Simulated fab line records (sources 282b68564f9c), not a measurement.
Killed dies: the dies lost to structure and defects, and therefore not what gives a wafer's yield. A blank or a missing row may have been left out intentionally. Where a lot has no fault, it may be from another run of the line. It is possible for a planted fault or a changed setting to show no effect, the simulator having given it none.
Problem report, 8D (eight disciplines) form, completed by code    flow rit-cmos    the parts of the form that need people (team, actions taken, sign-off) are left out

1. THE PROBLEM
tilt-deg at RIT_PLDD_IMPLANT_08 reads a mean of 7.784 degrees on 9 wafers of 3 lots; wafers without a fault read 7.001 degrees with a standard deviation of 0.019. That puts it +41 standard deviations away from the usual mean.
Seen first at day 4 14:26 on implanter-02, wafer L412.2. The record has a number at this step for 45 wafers belonging to 15 lots. The rule behind "out" and "out of limits": a value lying over 4 standard deviations away from the usual mean. Any other wafer with a number is counted as sound.

2. WHAT IT IS AND WHAT IT IS NOT
question                     is                      is not
which readings at this step  tilt-deg                beam-on-s
which lots                   L412, L413, L415        L406, L407, L408, L409, L414, L418, L419, L420, L422, L425, L427, L428
which wafers of those lots   all that have a number  -
read on which tools          implanter-02            implanter-01, implanter-03
when                         from day 4 14:26        up to then (12 sound wafers); but 24 sound wafers of L414, L418, L419, L420, L422, L425, L427, L428 came after

3. SUSPECTS, AND WHAT RULES EACH OUT
Counting: a tool stays on the suspect list if, at a process step up to the reading, it processed all lots that are out and no sound lot following the first of them.
- implanter-02 at RIT_PLDD_IMPLANT_08: kept. All lots that are out passed through it, beginning with L412 at day 4 14:26, and no sound lot followed; its final sound lot before that point was L407 at day 3 12:18. Its own tilt-deg readings are out on those wafers.
After counting, what remains is implanter-02 at RIT_PLDD_IMPLANT_08.

4. THE CAUSE (what the simulator had put in)
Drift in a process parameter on implanter-02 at RIT_PLDD_IMPLANT_08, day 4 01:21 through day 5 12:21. Setting tilt-deg shifted by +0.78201 from 7. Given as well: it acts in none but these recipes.
After counting, this tool was the only one left.

5. THE EFFECT CHAIN, in route order
Each row: a reading where the mean over the struck wafers with a number is more than 3 standard deviations away from the usual. Only readings whose record carries a usual standard deviation are examined. hours: median over the lots of the time between each lot's start at the first step of this table that gives one and its start at this step. sigmas: the change, counted in usual standard deviations.
hours  step                 reading   usual          on struck wafers  change  sigmas
0      RIT_PLDD_IMPLANT_08  tilt-deg  7.001 degrees  7.784             +0.783  +41
It contains these process steps:
- RIT_PLDD_IMPLANT_08
Readings that are blank on the struck wafers while sound wafers have them: PLDD_RS at RIT_SDANNEAL_RS_MEAS_06.

6. HOW IT WOULD HAVE BEEN CAUGHT EARLIER
13 hours passed between the start of the fault at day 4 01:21 and the first reading out of limits in this record, taken at day 4 14:26.
